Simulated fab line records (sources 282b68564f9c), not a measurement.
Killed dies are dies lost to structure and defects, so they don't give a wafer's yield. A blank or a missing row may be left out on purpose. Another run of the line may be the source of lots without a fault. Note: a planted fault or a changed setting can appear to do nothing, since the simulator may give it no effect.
fab line records -- flow ritCmos
record lots=14, wafers=42, lastDay=7
route steps=202 shown CONTACT@179 M1@202
lots untouched by any fault: they come from a run of this same line in which no faults occurred
startH: hours from the record's first day to the start of the lot's first wafer shown -- waitH: how many hours have passed since the lot's step before this one -- " as in the row above -- L1.1+2: one row covering several wafers at once -- - no value, or no start was given -- * or withheld: withheld -- < > ~ a bound
route shown NAME@n: a module of which the file shows steps, and the number in the route of the first -- usual: the fault-free wafers' mean and standard deviation -- same: alike in all rows -- chamber/n: place in a boat -- sites: readings site by site -- _std_site: their standard deviation -- _edge_site: outer sites' mean less inner sites' -- radiusMm: for every site, how far away it sits from the centre of the wafer -- mask NAME#n: copy n -- behind: the most recent tool/chamber to have shaped the wafer -- hold: what put the lot on hold/how long, in hours/how the hold closed -- device: whichever transistor did not switch (one of n, p or np) -- end of line: the same wafers' tests at the end of the route -- a step without rows: its recipe alone -- killed: at the first sort, the dies lost to defects and structure; wafer yield is something else -- map: a wafer's dies, marking killed ones x, the rest . and places with no die _
set.NAME: setting as actually run; set.NAME@STEP: the setting as run at that earlier step -- model.NAME: the simulator's own value behind a step, which no gauge read
the route's steps for a sample of lots (tables are steps, rows are wafers)
services: when a tool's chamber went out of use (startH, in hours from the record's first day, below 0 if earlier), for how many hours, and the reason
## steps
# step RIT_CONTACT_ETCH_11
# recipe targetDepthA=4800, overEtchFrac=0.2, stopOn=TiSi2, chemistry=CHF3/CF4/Ar, target=SiO2, CHF3_flow_sccm=50, cf4FlowSccm=10, Ar_flow_sccm=100, O2_flow_sccm=5, pressureMtorr=100, rfW=200, timeS=320
# usual drypumpMotorCurrentA=5.8/0.41, oesProductAu=0.991/0.02, throttleValvePct=8.82/0.081
# same timeS=320
lot.wafer,tool,chamber,startH,waitH,drypumpMotorCurrentA,oesProductAu,rfHoursCounterH,throttleValvePct
L539.1,rieDiel-03,1,54.40,0.1,6.0,0.962,9,8.81
L539.3,rieDiel-03,0,54.40,0.1,5.6,1.024,4,8.84
L539.4,rieDiel-03,3,54.40,0.1,4.9,0.984,69,8.84
L541.1,rieDiel-04,3,64.40,0.1,5.8,0.975,29,8.94
L541.3,rieDiel-04,0,64.40,0.1,6.2,1.026,130,8.82
L541.6,rieDiel-04,0,64.40,0.1,6.2,1.021,-,8.82
L543.1,rieDiel-04,0,74.98,0.1,6.2,1.019,130,8.80
L543.4,rieDiel-04,3,74.98,0.1,5.8,0.975,29,8.94
L543.5,rieDiel-04,0,74.98,0.1,6.2,1.016,-,8.82
L544.2,rieDiel-04,2,78.47,0.1,6.3,0.967,135,8.67
L544.3,rieDiel-04,0,78.47,0.1,6.2,1.019,130,8.82
L544.5,rieDiel-04,3,78.47,0.1,5.7,0.971,-,8.95
L545.2,rieDiel-02,1,84.14,0.1,5.6,0.986,135,8.99
L545.4,rieDiel-02,0,84.14,0.1,5.6,0.985,59,8.85
L545.5,rieDiel-02,2,84.14,0.1,5.6,0.994,-,8.82
L546.2,rieDiel-03,2,93.15,0.1,5.8,0.976,129,8.90
L546.5,rieDiel-03,2,93.15,0.1,5.8,0.976,-,8.90
L546.6,rieDiel-03,0,93.15,0.1,5.6,1.012,-,8.83
L547.4,rieDiel-02,2,96.77,0.1,5.6,0.993,-,8.82
L547.5,rieDiel-02,1,96.77,0.1,5.6,0.979,-,8.96
L547.6,rieDiel-02,3,96.77,0.1,5.7,0.993,-,8.71
L548.1,rieDiel-04,2,102.36,0.1,6.3,0.963,136,8.67
L548.2,rieDiel-04,3,102.36,0.1,5.8,0.965,29,8.95
L548.4,rieDiel-04,1,102.36,0.1,6.2,0.997,72,8.72
L549.2,rieDiel-03,0,104.75,0.1,5.6,1.013,5,8.83
L549.3,rieDiel-03,3,104.75,0.1,4.9,0.991,70,8.84
L549.4,rieDiel-03,1,104.75,0.1,6.0,0.969,10,8.81
L553.1,rieDiel-04,3,127.78,0.1,5.7,0.970,30,8.94
L553.4,rieDiel-04,0,127.78,0.1,6.2,1.019,131,8.83
L553.6,rieDiel-04,1,127.78,0.1,6.2,1.010,-,8.73
L554.1,rieDiel-03,0,130.82,0.1,5.6,1.015,6,8.82
L554.3,rieDiel-03,1,130.82,0.1,6.0,0.966,10,8.81
L554.5,rieDiel-03,3,130.82,0.1,4.8,0.984,-,8.84
L556.1,rieDiel-03,3,142.93,0.1,4.9,0.987,71,8.85
L556.4,rieDiel-03,1,142.93,0.1,6.0,0.975,11,8.80
L556.6,rieDiel-03,1,142.93,0.1,6.0,0.970,-,8.82
L557.3,rieDiel-04,1,145.48,0.1,6.2,1.000,73,8.72
L557.4,rieDiel-04,3,145.48,0.1,5.8,0.965,30,8.93
L557.5,rieDiel-04,2,145.48,0.1,6.3,0.963,-,8.67
L562.2,rieDiel-03,3,172.73,0.1,4.8,0.985,71,8.84
L562.5,rieDiel-03,1,172.73,0.1,6.0,0.979,-,8.82
L562.6,rieDiel-03,0,172.73,0.1,5.6,1.022,-,8.82
# step RIT_M1_PROBE_99
# usual killed_at_M0_to_M3=0.0/0.12, killedAtContacts=0.1/0.25, killedAtFrontEnd=6.3/2.9, killedDies=6.4/2.8, killedOnRim=1.7/1.4, killedOpen=3.3/2, killedShort=3.1/2
# same grossDies=264, killed_at_M4_up=0, killedAtBackSide=0, killedAtOther=0
lot.wafer,tool,chamber,startH,waitH,killed_at_M0_to_M3,killedAtContacts,killedAtFrontEnd,killedDies,killedOnRim,killedOpen,killedShort
L543.1,prober-01,-,79.96,0.1,0,0,4,4,2,2,2
L543.4,prober-01,-,80.11,0.2,0,0,3,3,0,2,1
L543.5,prober-01,-,80.16,0.2,0,0,3,3,2,1,2
L546.2,prober-02,-,98.07,0.1,0,0,5,5,1,3,2
L546.5,prober-02,-,98.22,0.2,0,0,9,9,1,4,5
L546.6,prober-02,-,98.27,0.2,0,0,5,5,1,2,3
L547.4,prober-01,-,101.80,0.2,0,0,6,6,1,4,2
L547.5,prober-01,-,101.85,0.2,0,1,12,13,3,8,5
L547.6,prober-01,-,101.90,0.2,0,0,11,11,3,4,7
L548.1,prober-02,-,107.22,0.1,0,0,5,5,1,4,1
L548.2,prober-02,-,107.27,0.1,0,0,5,5,2,2,3
L548.4,prober-02,-,107.37,0.2,0,0,4,4,1,3,1
L549.2,prober-02,-,109.94,0.1,0,0,1,1,1,0,1
L549.3,prober-02,-,109.99,0.2,0,0,6,6,4,4,2
L549.4,prober-02,-,110.04,0.2,0,0,11,11,0,6,5
L553.1,prober-02,-,132.76,0.1,0,0,10,10,6,6,4
L553.4,prober-02,-,132.91,0.2,0,0,10,10,1,3,7
L553.6,prober-02,-,133.01,0.2,0,39,2,41,1,1,1
L554.3,prober-01,-,136.14,0.2,0,1,2,3,1,1,2
L554.5,prober-01,-,136.24,0.2,0,0,3,3,1,2,1
L556.1,prober-01,-,147.97,0.1,0,1,9,10,5,4,6
L556.4,prober-01,-,148.12,0.2,0,0,6,6,2,2,4
L556.6,prober-01,-,148.22,0.2,0,0,5,5,1,3,2
L557.3,prober-02,-,150.57,0.2,0,42,8,50,2,4,4
L557.4,prober-02,-,150.62,0.2,0,0,5,5,2,3,2
L557.5,prober-02,-,150.67,0.2,0,0,6,6,3,5,1
# killed by level:class
L543.1 GATE:geometricParticle:short=2 REOX:geometricParticle:open=2
L543.4 GATE:geometricParticle:open=2 GATE:geometricParticle:short=1
L543.5 FOX1:geometricParticle:short=1 FOX1:geometricParticle:open=1 SPACER:geometricParticle:short=1
L546.2 FOX1:geometricParticle:open=1 FOX1:geometricParticle:short=1 FOX2:geometricParticle:short=1 SPACER:geometricParticle:open=1 SILICIDE:geometricParticle:open=1
L546.5 FOX2:geometricParticle:short=2 FOX2:geometricParticle:open=2 FOX1:geometricParticle:short=1 GATE:geometricParticle:open=1 GATE:geometricParticle:short=1 REOX:geometricParticle:open=1 SILICIDE:geometricParticle:short=1
L546.6 FOX1:geometricParticle:short=2 SPACER:geometricParticle:open=1 SILICIDE:geometricParticle:short=1 SILICIDE:geometricParticle:open=1
L547.4 GATE:geometricParticle:short=2 GATE:geometricParticle:open=2 FOX1:geometricParticle:open=1 SPACER:geometricParticle:open=1
L547.5 GATE:geometricParticle:open=2 REOX:geometricParticle:open=2 FOX1:geometricParticle:short=1 FOX2:geometricParticle:open=1 FOX2:geometricParticle:short=1 GATE:geometricParticle:short=1 SPACER:geometricParticle:open=1 SPACER:geometricParticle:short=1
L547.6 FOX1:geometricParticle:short=3 FOX2:geometricParticle:short=3 GATE:geometricParticle:open=2 SPACER:geometricParticle:open=2 GATE:geometricParticle:short=1
L548.1 GATE:geometricParticle:open=3 FOX1:geometricParticle:short=1 REOX:geometricParticle:open=1
L548.2 FOX1:geometricParticle:short=2 FOX1:geometricParticle:open=1 GATE:geometricParticle:short=1 REOX:geometricParticle:open=1
L548.4 SPACER:geometricParticle:open=2 FOX1:geometricParticle:short=1 GATE:geometricParticle:open=1
L549.2 GATE:geometricParticle:short=1
L549.3 GATE:geometricParticle:open=3 GATE:geometricParticle:short=1 SPACER:geometricParticle:open=1 SPACER:geometricParticle:short=1
L549.4 FOX1:geometricParticle:open=2 SPACER:geometricParticle:short=2 SPACER:geometricParticle:open=2 ACTIVE:geometricParticle:open=1 GATE:geometricParticle:short=1 REOX:geometricParticle:short=1 SILICIDE:geometricParticle:open=1 SILICIDE:geometricParticle:short=1
L553.1 FOX1:geometricParticle:short=2 SPACER:geometricParticle:open=2 ACTIVE:geometricParticle:short=1 FOX1:geometricParticle:open=1 FOX2:geometricParticle:open=1 GATE:geometricParticle:open=1 GATE:geometricParticle:short=1 REOX:geometricParticle:open=1
L553.4 GATE:geometricParticle:short=3 SPACER:geometricParticle:short=2 FOX1:geometricParticle:open=1 FOX2:geometricParticle:short=1 FOX2:geometricParticle:open=1 SPACER:geometricParticle:open=1 SILICIDE:geometricParticle:short=1
L553.6 CONTACT:unspecified=39 FOX2:geometricParticle:short=1 GATE:geometricParticle:open=1
L554.3 FOX2:geometricParticle:short=1 SPACER:geometricParticle:short=1 CONTACT:geometricParticle:open=1
L554.5 GATE:geometricParticle:open=2 GATE:geometricParticle:short=1
L556.1 REOX:geometricParticle:short=3 GATE:geometricParticle:short=2 REOX:geometricParticle:open=2 SPACER:geometricParticle:short=1 SPACER:geometricParticle:open=1 CONTACT:geometricParticle:open=1
L556.4 FOX1:geometricParticle:short=2 FOX2:geometricParticle:open=1 GATE:geometricParticle:open=1 GATE:geometricParticle:short=1 SPACER:geometricParticle:short=1
L556.6 SILICIDE:geometricParticle:short=2 FOX1:geometricParticle:open=1 GATE:geometricParticle:open=1 REOX:geometricParticle:open=1
L557.3 CONTACT:unspecified=42 SPACER:geometricParticle:open=2 FOX1:geometricParticle:short=1 FOX2:geometricParticle:open=1 GATE:geometricParticle:open=1 GATE:geometricParticle:short=1 SPACER:geometricParticle:short=1 SILICIDE:geometricParticle:short=1
L557.4 GATE:geometricParticle:short=2 FOX1:geometricParticle:open=1 GATE:geometricParticle:open=1 SPACER:geometricParticle:open=1
L557.5 GATE:geometricParticle:open=4 GATE:geometricParticle:short=1 REOX:geometricParticle:open=1
## services
tool,chamber,startH,hours,kind
rieDiel-03,3,55.04,15.0,repair
rieDiel-04,-,65.34,1.1,repair
rieDiel-03,1,81.72,18.8,repair
rieDiel-02,0,86.29,11.5,repair
rieDiel-03,-,97.19,2.8,pm
rieDiel-03,2,107.50,12.0,repair
rieDiel-02,-,108.33,0.2,repair
rieDiel-04,1,164.75,4.5,repair
## key
firstSign step=RIT_M1_PROBE_99, reading=killedAtContacts, direction=up, sigmas=40, usual=0.1, struck=40.5
effect step=RIT_M1_PROBE_99, reading=killedDies, direction=up, sigmas=14, usual=6.4, struck=45.5
metAt RIT_CONTACT_ETCH_11
struckLots L553,L557
struckWafers L553.6,L557.3
testerLeftOut L553,L557
onsetBetween 102.36 127.78
fault kind=chamberParticleSource, tool=rieDiel-04, chamber=1, onsetH=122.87, steps=RIT_CONTACT_ETCH_11, ratePerVisitCm2=1.9685, endH=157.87
# testerLeftOut: of these lots the tester's yield and bins aren't shown, on N5 and GAA mostly nor the transistor test; their killed dies are dies lost to structure and defects alone, not to doping, threshold or leakage, so they don't give the yield
